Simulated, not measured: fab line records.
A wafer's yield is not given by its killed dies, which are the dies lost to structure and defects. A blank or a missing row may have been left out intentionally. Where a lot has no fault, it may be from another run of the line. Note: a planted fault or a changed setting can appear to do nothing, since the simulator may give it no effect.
fab line records	flow berkeley-cmos170
record lots=13	wafers=39	last-day=13
route steps=331 shown ACTIVE@75 SCREENOX@102 M1@249 V2@304
lots that met no fault: taken from a fault-free run of the same line
start-h: hours from the record's opening day to when the first of the lot's shown wafers began	wait-h: hours since the lot's step before	" the same as in the row above	L1.1+2: one row covering several wafers at once	- either no value or no given start	* or withheld: withheld	< > ~ a bound
route shown NAME@n: a module of which the file shows steps, and the number in the route of the first	usual: average and standard deviation across the fault-free wafers	same: alike in all rows	chamber/n: place in a boat	sites: each site's reading	_std_site: the values' standard deviation	_edge_site: inner sites' mean taken away from outer sites' mean	radius-mm: for every site, how far away it sits from the centre of the wafer	mask NAME#n: copy n	behind: the tool/chamber that last shaped the wafer	hold: why the lot went on hold/how many hours it stayed there/how the hold came to an end	device: transistor that didn't switch, given as n, p or np	end of line: at the end of the route, the tests of the same wafers	a step with no rows: only its recipe	killed: at the first sort, the dies lost to defects and structure; wafer yield is something else	map: a wafer's dies, x killed, . not, _ none there
set.NAME: the setting that was run; set.NAME@STEP: the one run at that earlier step	model.NAME: the simulator's own value behind a step, which no gauge read
the route's steps for a sample of lots (tables are steps, rows are wafers)
services: a tool's chamber out of use, with start hour (start-h, from the record's first day; less than 0 if before it), hours out, and reason
## steps
# step UCB170_ACTIVE_ETCH_15
# recipe chemistry=CH3F/Ar/O2	target=Si3N4	stop-on=SiO2	CH3F_flow_sccm=20	Ar_flow_sccm=50	O2_flow_sccm=7	pressure-mtorr=50	rf-w=450	target-depth-a=2420	over-etch-frac=0.1	time-s=151
# usual drypump-motor-current-A=5.8/0.41	oes-product-au=0.952/0.012	throttle-valve-pct=8.15/0.13
lot.wafer	tool	chamber	start-h	wait-h	drypump-motor-current-A	oes-product-au	rf-hours-counter-h	throttle-valve-pct
L294.1	rie-diel-04	3	91.76	0.0	5.9	0.948	147	7.90
L294.2	"	0	"	"	5.8	0.936	71	8.14
L294.3	"	2	"	"	6.1	0.942	50	7.98
L295.2	rie-diel-02	1	91.88	0.0	6.2	0.948	74	8.28
L295.4	"	0	"	"	5.0	0.953	152	8.05
L295.6	"	0	"	"	5.0	0.955	-	8.05
L298.1	rie-diel-02	1	115.64	0.0	6.2	0.949	76	8.26
L298.2	"	0	"	"	5.1	0.951	154	8.05
L298.6	"	1	"	"	6.2	0.942	-	8.25
L296.1	rie-diel-04	1	115.92	0.0	5.6	0.933	2	7.93
L296.3	"	2	"	"	6.1	0.944	51	8.00
L296.4	"	0	"	"	5.8	0.924	72	8.14
L297.3	rie-diel-03	2	116.19	0.0	5.5	0.967	76	8.28
L297.5	"	3	"	"	6.5	0.942	-	8.11
L297.6	"	2	"	"	5.5	0.958	-	8.30
L299.3	rie-diel-03	2	116.97	0.0	5.5	0.961	76	8.30
L299.4	"	1	"	"	5.8	0.952	94	8.25
L299.6	"	1	"	"	5.8	0.954	-	8.25
L307.3	rie-diel-02	1	153.40	0.0	6.2	0.946	77	8.27
L307.4	"	2	"	"	5.5	0.937	112	7.97
L307.6	"	1	"	"	6.2	0.950	-	8.26
L308.2	rie-diel-03	0	158.83	0.0	5.7	0.972	151	8.30
L308.3	"	2	"	"	5.5	0.964	78	8.28
L308.6	"	3	"	"	6.5	0.964	-	8.12
L311.2	rie-diel-04	2	173.20	0.0	6.1	0.946	53	7.99
L311.3	"	0	"	"	5.8	0.937	75	8.16
L311.5	"	1	"	"	5.6	0.932	-	7.94
L312.2	rie-diel-03	2	185.21	0.0	5.5	0.975	78	8.29
L312.3	"	1	"	"	5.7	0.970	96	8.24
L312.6	"	3	"	"	6.5	0.959	-	8.13
L314.1	rie-diel-03	1	185.93	0.0	5.8	0.960	96	8.25
L314.4	"	2	"	"	5.5	0.960	-	8.31
L314.6	"	1	"	"	5.8	0.968	-	8.27
L316.2	rie-diel-03	2	203.74	0.0	5.5	0.965	79	8.29
L316.5	"	1	"	"	5.8	0.962	-	8.28
L316.6	"	2	"	"	5.5	0.964	-	8.31
L317.1	rie-diel-03	0	213.99	0.0	5.7	0.934	0	8.30
L317.2	"	3	"	"	6.5	0.946	80	8.13
L317.6	"	3	"	"	6.6	0.945	-	8.11
# step UCB170_ACTIVE_STRIP_16
# recipe chemistry=O2	power-w=400	pressure-mtorr=3500	platen-temp-c=withheld	o2-flow-sccm=400	overash-fraction=0.5
# usual drypump-motor-current-A=5.5/0.51	oes-product-au=0.721/0.0044	strip-time-to-endpoint-s=18.09/0.096
lot.wafer	tool	chamber	start-h	wait-h	drypump-motor-current-A	oes-product-au	rf-hours-counter-h	strip-time-to-endpoint-s
L294.1	plasma-asher-04	0	91.86	0.1	5.5	0.722	36	18.30
L294.2	"	1	"	"	5.4	0.716	36	18.03
L294.3	"	1	"	"	5.4	0.727	-	17.99
L295.2	plasma-asher-02	1	91.98	0.1	4.9	0.724	32	18.06
L295.4	"	1	"	"	4.9	0.725	-	18.04
L295.6	"	0	"	"	6.5	0.718	-	17.92
L298.1	plasma-asher-02	1	115.74	0.1	4.9	0.722	35	18.19
L298.2	"	0	"	"	6.5	0.718	35	18.13
L298.6	"	0	"	"	6.5	0.719	-	18.16
L296.1	plasma-asher-03	1	116.02	0.1	5.8	0.723	33	18.09
L296.3	"	0	"	"	5.1	0.722	-	18.00
L296.4	"	1	"	"	5.8	0.714	-	17.97
L297.3	plasma-asher-02	0	116.33	0.1	6.5	0.723	-	18.08
L297.5	"	0	"	"	6.5	0.716	-	17.93
L297.6	"	1	"	"	4.9	0.719	-	18.13
L299.3	plasma-asher-03	1	117.10	0.1	5.9	0.717	-	18.18
L299.4	"	0	"	"	5.1	0.716	-	18.13
L299.6	"	1	"	"	5.8	0.709	-	18.15
L307.3	plasma-asher-02	0	153.54	0.1	6.5	0.715	-	18.28
L307.4	"	1	"	"	4.9	0.720	-	17.00
L307.6	"	0	"	"	6.5	0.721	-	18.27
L308.2	plasma-asher-03	0	158.93	0.1	5.1	0.718	37	18.07
L308.3	"	1	"	"	5.8	0.724	-	18.03
L308.6	"	0	"	"	5.1	0.723	-	17.94
L311.2	plasma-asher-04	0	173.30	0.1	5.5	0.724	6	18.02
L311.3	"	1	"	"	5.4	0.719	-	18.06
L311.5	"	0	"	"	5.4	0.719	-	18.19
L312.2	plasma-asher-03	0	185.31	0.1	5.1	0.726	40	18.14
L312.3	"	0	"	"	5.1	0.721	-	18.06
L312.6	"	0	"	"	5.1	0.728	-	18.00
L314.1	plasma-asher-02	0	186.03	0.1	6.5	0.721	42	18.12
L314.4	"	1	"	"	4.9	0.721	-	18.23
L314.6	"	0	"	"	6.5	0.716	-	18.11
L316.2	plasma-asher-02	1	203.84	0.1	4.9	0.730	43	18.16
L316.5	"	0	"	"	6.5	0.719	-	18.07
L316.6	"	1	"	"	4.9	0.721	-	18.09
L317.1	plasma-asher-04	0	214.09	0.1	5.5	0.727	10	18.10
L317.2	"	1	"	"	5.4	0.723	10	17.96
L317.6	"	0	"	"	5.4	0.725	-	18.00
# step UCB170_SCREENOX_THK_MEAS_02
# recipe reads=SiO2_of_SCREENOX_OXIDATION_01
# usual SCREENOX_OXIDE_THK=14.33/0.22
lot.wafer	tool	chamber	start-h	wait-h	SCREENOX_OXIDE_THK[nm]
L294.1	film-metro-02	-	122.31	0.0	14.17
L294.2	"	-	"	"	14.47
L294.3	"	-	"	"	14.31
L295.2	film-metro-01	-	122.32	0.0	14.63
L295.4	"	-	"	"	14.85
L295.6	"	-	"	"	14.27
L296.1	film-metro-02	-	146.06	0.0	14.56
L296.3	"	-	"	"	14.55
L296.4	"	-	"	"	14.78
L298.1	film-metro-03	-	146.06	0.0	14.58
L298.2	"	-	"	"	14.56
L298.6	"	-	"	"	14.64
L299.3	film-metro-01	-	146.08	0.0	14.17
L299.4	"	-	"	"	14.11
L299.6	"	-	"	"	14.24
L297.3	film-metro-02	-	146.14	0.1	13.94
L297.5	"	-	"	"	14.44
L297.6	"	-	"	"	14.32
L308.2	film-metro-02	-	191.53	0.0	14.59
L308.3	"	-	"	"	14.58
L308.6	"	-	"	"	14.74
L307.3	film-metro-02	-	191.60	0.1	14.12
L307.4	"	-	"	"	14.25
L307.6	"	-	"	"	14.11
L311.2	film-metro-02	-	207.47	0.0	14.19
L311.3	"	-	"	"	14.30
L311.5	"	-	"	"	14.16
L314.1	film-metro-01	-	219.99	0.0	14.43
L314.4	"	-	"	"	14.65
L314.6	"	-	"	"	14.50
L312.2	film-metro-02	-	220.00	0.0	14.56
L312.3	"	-	"	"	14.51
L312.6	"	-	"	"	14.52
L316.2	film-metro-03	-	232.46	0.0	14.18
L316.5	"	-	"	"	14.17
L316.6	"	-	"	"	13.93
L317.1	film-metro-03	-	250.54	0.0	14.68
L317.2	"	-	"	"	14.69
L317.6	"	-	"	"	14.44
# step UCB170_M1_ETCH_11
# recipe chemistry=N2/H2	target-depth-a=withheld	overetch-a=withheld	target=BARC	time-s=withheld	source-w=500	bias-w=100	pressure-mtorr=30	n2-flow-sccm=100	h2-flow-sccm=200
# usual drypump-motor-current-A=5.8/0.36	oes-product-au=1.004/0.022	throttle-valve-pct=13.40/0.17
lot.wafer	tool	chamber	start-h	wait-h	drypump-motor-current-A	oes-product-au	throttle-valve-pct
L294.1	rie-diel-04	2	172.37	0.0	6.1	1.038	13.21
L294.2	"	0	"	"	5.8	1.021	13.47
L294.3	"	1	"	"	5.6	0.977	13.12
L295.2	rie-diel-03	3	172.72	0.0	6.5	1.036	13.41
L295.4	"	2	"	"	5.5	1.016	13.62
L295.6	"	3	"	"	6.5	1.027	13.40
L298.1	rie-diel-04	0	202.52	0.0	5.8	1.017	13.49
L298.2	"	2	"	"	6.1	1.050	13.22
L298.6	"	1	"	"	5.6	0.992	13.11
L299.3	rie-diel-02	2	202.78	0.0	5.5	0.983	13.27
L299.4	"	3	"	"	6.1	1.006	13.46
L299.6	"	0	"	"	5.1	0.983	13.34
L297.3	rie-diel-03	1	203.07	0.0	5.8	1.028	13.52
L297.5	"	2	"	"	5.6	1.013	13.63
L297.6	"	3	"	"	6.5	1.049	13.40
L296.1	rie-diel-02	0	203.62	0.0	5.0	0.977	13.33
L296.3	"	1	"	"	6.2	0.972	13.60
L296.4	"	2	"	"	5.5	0.975	13.27
L307.3	rie-diel-02	0	235.53	0.0	5.1	0.986	13.33
L307.4	"	1	"	"	6.3	0.977	13.62
L307.6	"	2	"	"	5.5	0.982	13.26
L308.2	rie-diel-04	0	235.72	0.0	5.9	1.019	13.47
L308.3	"	3	"	"	5.9	0.993	13.22
L308.6	"	0	"	"	5.8	1.022	13.48
L311.2	rie-diel-02	2	268.45	0.0	5.5	0.990	13.28
L311.3	"	3	"	"	6.1	1.013	13.46
L311.5	"	2	"	"	5.5	0.982	13.28
L312.2	rie-diel-03	0	268.68	0.0	5.7	0.984	13.61
L312.3	"	2	"	"	5.6	1.008	13.63
L312.6	"	0	"	"	5.7	0.979	13.61
L314.1	rie-diel-02	3	268.73	0.0	6.1	1.005	13.47
L314.4	"	1	"	"	6.2	0.979	13.62
L314.6	"	1	"	"	6.2	0.976	13.58
L316.2	rie-diel-03	1	288.03	0.0	5.8	1.013	13.51
L316.5	"	0	"	"	5.7	0.976	13.61
L316.6	"	1	"	"	5.8	1.019	13.52
L317.1	rie-diel-03	3	298.84	0.0	6.6	1.053	13.40
L317.2	"	2	"	"	5.5	1.018	13.62
L317.6	"	3	"	"	6.6	1.040	13.39
# step UCB170_V2_CD_MEAS_12
# recipe target-cd-nm=700
# usual cd-nm=699.9/1.3
lot.wafer	tool	chamber	start-h	wait-h	cd-nm
L294.1	cd-sem-01	-	184.94	-	696.7
L294.2	"	-	"	"	697.2
L294.3	"	-	"	"	696.9
L295.2	cd-sem-01	-	185.32	-	700.6
L295.4	"	-	"	"	700.7
L295.6	"	-	"	"	701.9
L298.1	cd-sem-02	-	212.47	-	700.5
L298.2	"	-	"	"	700.6
L298.6	"	-	"	"	700.3
L299.3	cd-sem-02	-	213.59	-	700.0
L299.4	"	-	"	"	701.4
L299.6	"	-	"	"	700.9
L297.3	cd-sem-02	-	214.59	-	698.6
L297.5	"	-	"	"	700.4
L297.6	"	-	"	"	698.7
L296.1	cd-sem-02	-	215.44	-	703.2
L296.3	"	-	"	"	701.2
L296.4	"	-	"	"	701.8
L307.3	cd-sem-02	-	251.33	-	700.5
L307.4	"	-	"	"	700.4
L307.6	"	-	"	"	700.2
L308.2	cd-sem-02	-	251.59	-	700.6
L308.3	"	-	"	"	700.1
L308.6	"	-	"	"	701.2
L311.2	cd-sem-01	-	278.56	-	698.3
L311.3	"	-	"	"	699.3
L311.5	"	-	"	"	699.4
L312.2	cd-sem-02	-	280.90	-	699.9
L312.3	"	-	"	"	698.1
L312.6	"	-	"	"	699.3
L314.1	cd-sem-02	-	281.62	-	699.1
L314.4	"	-	"	"	698.7
L314.6	"	-	"	"	698.4
L316.2	cd-sem-02	-	301.24	-	698.3
L316.5	"	-	"	"	698.3
L316.6	"	-	"	"	698.5
L317.1	cd-sem-02	-	311.02	-	700.3
L317.2	"	-	"	"	698.5
L317.6	"	-	"	"	698.9
## services
tool	chamber	start-h	hours	kind
rie-diel-02	2	94.55	2.5	repair
rie-diel-02	1	97.06	5.2	repair
plasma-asher-03	-	108.03	2.7	repair
plasma-asher-04	-	108.75	9.0	pm
plasma-asher-04	0	108.75	9.0	vent-cycle
plasma-asher-04	1	108.75	9.0	vent-cycle
rie-diel-04	2	132.28	9.8	repair
rie-diel-04	-	152.38	4.3	pm
rie-diel-02	0	160.60	-	clean
rie-diel-02	0	160.60	21.2	scheduled-down
rie-diel-02	0	160.60	21.2	vent-cycle
rie-diel-04	3	171.06	-	clean
rie-diel-04	3	171.06	22.9	scheduled-down
rie-diel-04	3	171.06	22.9	vent-cycle
rie-diel-03	0	180.05	4.7	repair
rie-diel-03	0	184.74	-	clean
rie-diel-03	0	184.74	20.6	scheduled-down
rie-diel-03	0	184.74	20.6	vent-cycle
plasma-asher-02	-	193.35	4.3	pm
rie-diel-02	2	195.99	6.4	repair
rie-diel-04	2	229.45	6.9	repair
plasma-asher-04	-	240.78	21.9	repair
rie-diel-04	0	293.30	2.6	repair
plasma-asher-02	-	298.75	7.5	repair
## key
first-sign step=UCB170_ACTIVE_STRIP_16	reading=strip-time-to-endpoint-s	direction=down	sigmas=11	usual=*	struck=*
effect none on later readings
met-at UCB170_ACTIVE_ETCH_15
struck-lots L307
struck-wafers L307.4
tester-left-out L307
not-acting-at UCB170_SCREENOX_THK_MEAS_02,UCB170_M1_ETCH_11,UCB170_V2_CD_MEAS_12
fault kind=process-parameter-drift	tool=rie-diel-02	chamber=2	onset-h=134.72	steps=UCB170_ACTIVE_ETCH_15	channel=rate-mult	offset=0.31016	shape=step	end-h=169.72
# tester-left-out: of these lots the tester's yield and bins aren't shown, on N5 and GAA mostly nor the transistor test; their killed dies are dies lost to structure and defects alone, not to doping, threshold or leakage, so they don't give the yield
